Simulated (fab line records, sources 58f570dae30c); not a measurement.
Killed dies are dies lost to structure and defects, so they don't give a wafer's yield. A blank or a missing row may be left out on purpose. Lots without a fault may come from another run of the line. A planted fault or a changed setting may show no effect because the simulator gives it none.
Which tool did it? | flow berkeley_cmos170 | 14 lots, 42 wafers sampled, at 6 steps of a route of 331

WHAT THE GAUGES READ, wafer by wafer
UCB170_V1_OVL_MEAS_13.
lot  | measured     | on         | V1_OVL (nm)
L846 | day 8 15:28  | overlay-01 | 10 8 11
L845 | day 8 21:21  | overlay-02 | 0 4 -5
L850 | day 9 08:25  | overlay-01 | 3 -6 3
L849 | day 9 14:40  | overlay-01 | 0 -12 0
L847 | day 9 14:45  | overlay-02 | -1 -2 -7
L848 | day 9 12:50  | overlay-01 | 12 8 7
L852 | day 10 04:28 | overlay-01 | 1 6 8
L851 | day 10 04:44 | overlay-01 | -2 -3 3
L853 | day 10 09:27 | overlay-02 | 3 -3 2
L855 | day 10 17:16 | overlay-01 | -5 -3 -6
L858 | day 11 03:17 | overlay-01 | 6 9 -2
L859 | day 11 16:16 | overlay-02 | -9 -12 -7
L861 | day 12 09:10 | overlay-01 | -12 -5 1
L863 | day 12 09:31 | overlay-02 | -10 -9 1

UCB170_M2_CD_MEAS_15: target cd 700 nm.
lot  | measured     | on        | cd_nm (nm)
L846 | day 8 19:46  | cd_sem-01 | 699.3 700.2 701.5
L845 | day 9 01:06  | cd_sem-01 | 699.1 698.3 699.1
L850 | day 9 10:45  | cd_sem-01 | 698.0 699.8 698.7
L849 | day 9 18:02  | cd_sem-02 | 698.9 699.6 699.3
L847 | day 9 17:43  | cd_sem-01 | 699.7 698.7 698.8
L848 | day 9 15:39  | cd_sem-01 | 700.9 700.7 701.5
L852 | day 10 06:50 | cd_sem-01 | 702.2 702.9 701.1
L851 | day 10 07:17 | cd_sem-01 | 700.6 698.8 700.7
L853 | day 10 13:06 | cd_sem-01 | 700.0 698.1 700.6
L855 | day 10 19:44 | cd_sem-01 | 700.3 700.0 700.2
L858 | day 11 05:37 | cd_sem-01 | 698.9 699.3 698.9
L859 | day 11 19:53 | cd_sem-02 | 743.9 745.6 744.2 743.9 745.2 744.5
L861 | day 12 14:20 | cd_sem-02 | 744.4 745.4 745.6 743.9 745.0 745.8
L863 | day 12 14:39 | cd_sem-01 | 698.9 698.3 697.9

UCB170_M2_CD_MEAS_90: target cd 700 nm.
lot  | measured     | on        | cd_nm (nm)
L846 | day 8 20:16  | cd_sem-01 | 701 703 695
L845 | day 9 01:49  | cd_sem-01 | 696 697 701
L850 | day 9 11:14  | cd_sem-01 | 694 693 692
L849 | day 9 18:31  | cd_sem-01 | 694 703 693
L847 | day 9 18:13  | cd_sem-01 | 700 695 698
L848 | day 9 16:19  | cd_sem-02 | 697 699 699
L852 | day 10 07:19 | cd_sem-02 | 703 703 701
L851 | day 10 07:46 | cd_sem-02 | 699 700 699
L853 | day 10 13:35 | cd_sem-01 | 696 697 701
L855 | day 10 20:13 | cd_sem-02 | 699 699 698
L858 | day 11 06:06 | cd_sem-02 | 696 704 696
L859 | day 11 22:15 | cd_sem-02 | 750 746 748 750 746 747
L861 | day 12 19:17 | cd_sem-01 | 741 742 744 742 743 744
L863 | day 12 15:08 | cd_sem-01 | 701 700 697

WHICH TOOL RAN EACH LOT (tool, then ch and the chambers of the sampled wafers, then the start)
lot  | UCB170_SILICIDE_SPUTTER_01   | UCB170_M2_STRIP_07                   | UCB170_M2_PEB_13
L846 | pvd_sputter-04, day 8 02:20  | plasma_asher-03 ch 0,1, day 8 16:56  | litho_track-01 ch 0, day 8 19:30
L845 | pvd_sputter-03, day 8 06:16  | plasma_asher-02 ch 0,1, day 8 22:35  | litho_track-01 ch 0, day 9 00:33
L850 | pvd_sputter-03, day 8 20:29  | plasma_asher-03 ch 0,1, day 9 09:38  | litho_track-01 ch 0, day 9 10:29
L849 | pvd_sputter-04, day 8 20:55  | plasma_asher-03 ch 0,1, day 9 16:00  | litho_track-03 ch 0, day 9 17:47
L847 | pvd_sputter-02, day 8 21:20  | plasma_asher-01 ch 0,1, day 9 16:04  | litho_track-03 ch 0, day 9 17:27
L848 | pvd_sputter-03, day 8 21:31  | plasma_asher-01 ch 0,1, day 9 14:31  | litho_track-01 ch 0, day 9 15:22
L852 | pvd_sputter-04, day 9 14:59  | plasma_asher-03 ch 0,1, day 10 05:41 | litho_track-01 ch 0, day 10 06:34
L851 | pvd_sputter-03, day 9 15:41  | plasma_asher-02 ch 0,1, day 10 05:58 | litho_track-02 ch 0, day 10 07:00
L853 | pvd_sputter-04, day 9 21:46  | plasma_asher-03 ch 0,1, day 10 11:00 | litho_track-01 ch 0, day 10 12:50
L855 | pvd_sputter-04, day 10 02:40 | plasma_asher-02 ch 1, day 10 18:28   | litho_track-03 ch 0, day 10 19:28
L858 | pvd_sputter-04, day 10 14:40 | plasma_asher-01 ch 0,1, day 11 04:30 | litho_track-01 ch 0, day 11 05:20
L859 | pvd_sputter-04, day 11 01:23 | plasma_asher-01 ch 0,1, day 11 18:13 | litho_track-01 ch 0, day 11 19:37
L861 | pvd_sputter-03, day 11 18:52 | plasma_asher-02 ch 0,1, day 12 10:28 | litho_track-01 ch 0, day 12 14:04
L863 | pvd_sputter-03, day 11 18:58 | plasma_asher-01 ch 0,1, day 12 10:44 | litho_track-02 ch 0, day 12 14:23
- UCB170_SILICIDE_SPUTTER_01: material Ti, target thk 30 nm, time 25 s.
- UCB170_M2_STRIP_07: strips in O2.
- UCB170_M2_PEB_13

WHAT THE TOOLS THEMSELVES READ (means of the sampled wafers that have a number; where no wafer has one, the mark that the record gives instead)
UCB170_SILICIDE_SPUTTER_01.
lot  | tool           | throttle_valve_pct (%)
L846 | pvd_sputter-04 | 30.0
L845 | pvd_sputter-03 | 29.3
L850 | pvd_sputter-03 | 29.3
L849 | pvd_sputter-04 | 29.8
L847 | pvd_sputter-02 | 29.8
L848 | pvd_sputter-03 | 29.2
L852 | pvd_sputter-04 | 28.9
L851 | pvd_sputter-03 | 28.9
L853 | pvd_sputter-04 | 29.9
L855 | pvd_sputter-04 | 29.9
L858 | pvd_sputter-04 | 29.7
L859 | pvd_sputter-04 | 30.1
L861 | pvd_sputter-03 | 28.7
L863 | pvd_sputter-03 | 29.1

UCB170_M2_STRIP_07.
lot  | tool            | drypump_motor_current_A (A) | oes_product_au (a.u.) | strip_time_to_endpoint_s (s)
L846 | plasma_asher-03 | 5.98                        | 0.735                 | 21.90
L845 | plasma_asher-02 | 5.74                        | 0.737                 | 21.87
L850 | plasma_asher-03 | 5.79                        | 0.734                 | 21.97
L849 | plasma_asher-03 | 5.97                        | 0.734                 | 21.89
L847 | plasma_asher-01 | 6.14                        | 0.736                 | 22.02
L848 | plasma_asher-01 | 6.16                        | 0.736                 | 21.93
L852 | plasma_asher-03 | 5.80                        | 0.736                 | 22.00
L851 | plasma_asher-02 | 5.74                        | 0.733                 | 22.01
L853 | plasma_asher-03 | 5.96                        | 0.731                 | 22.01
L855 | plasma_asher-02 | 5.75                        | 0.733                 | 22.05
L858 | plasma_asher-01 | 6.16                        | 0.735                 | 21.85
L859 | plasma_asher-01 | 6.14                        | 0.734                 | 21.85
L861 | plasma_asher-02 | 5.74                        | 0.733                 | 22.02
L863 | plasma_asher-01 | 5.91                        | 0.736                 | 22.01

UCB170_M2_PEB_13.
lot  | tool           | heater_power_total_W (W) | plate_temp_C (C)
L846 | litho_track-01 | 56.82                    | 130.06
L845 | litho_track-01 | 56.82                    | 130.03
L850 | litho_track-01 | 56.79                    | 129.90
L849 | litho_track-03 | 56.78                    | 130.18
L847 | litho_track-03 | 56.79                    | 130.01
L848 | litho_track-01 | 56.78                    | 129.95
L852 | litho_track-01 | 56.80                    | 129.94
L851 | litho_track-02 | 56.82                    | 130.02
L853 | litho_track-01 | 56.80                    | 130.03
L855 | litho_track-03 | 56.81                    | 130.04
L858 | litho_track-01 | 56.79                    | 130.30
L859 | litho_track-01 | 53.71                    | 124.72
L861 | litho_track-01 | 53.72                    | 124.75
L863 | litho_track-02 | 56.75                    | 129.92

THE ANSWER, worked out from the rows above alone
Rule: what is usual is taken from the lots themselves. Put in order of their means at a reading, lots are off if they are a third of the lots or fewer, leave a main group of 4 or more, and stand apart from it by a gap of 3 or more times the standard deviation of the main group's means; of several such gaps the widest counts. A main group whose means are all the same, to the digits that the tables above print for the reading, isn't used. A lot without any number at a reading at which 4 lots or more have one is off too. The other lots that the step has rows for count as sound. The gauges are gone through in route order, then the tools' own readings, and for those a lot's mean is taken as printed above. The first step at which some lot is off is used, and at that step the reading that is off furthest; a lot without a number counts as furthest.
Off: L859, L861, at UCB170_M2_CD_MEAS_15 (cd_nm). The main group: mean 699.7 nm, standard deviation 1.
A tool fits if, at a process step before that reading, it ran every lot that is off, and no sound lot after the first of them. The gauges at UCB170_M2_CD_MEAS_15 aren't tried: what is off there is off at UCB170_M2_PEB_13 too, on other tools, and a gauge's error can't cause that. One fits: litho_track-01 at UCB170_M2_PEB_13. Its last sound lot is L858 (day 11 05:20), its first lot that is off L859 (day 11 19:37): a fault that began between those two fits.
The tool's own readings at UCB170_M2_PEB_13 bear it out: on the lots that are off they differ by more than 5 times the standard deviation of the sound lots' means. heater_power_total_W reads 53.72 W there against 56.80 W on the sound lots; plate_temp_C reads 124.73 C there against 130.03 C on the sound lots.

WHAT THE SIMULATOR HAD PUT IN
Process parameter drift: litho_track-01, from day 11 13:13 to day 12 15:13, at UCB170_M2_PEB_13. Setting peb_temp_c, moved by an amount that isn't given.
Lots struck among those shown: L859, L861. The rule above found the same.
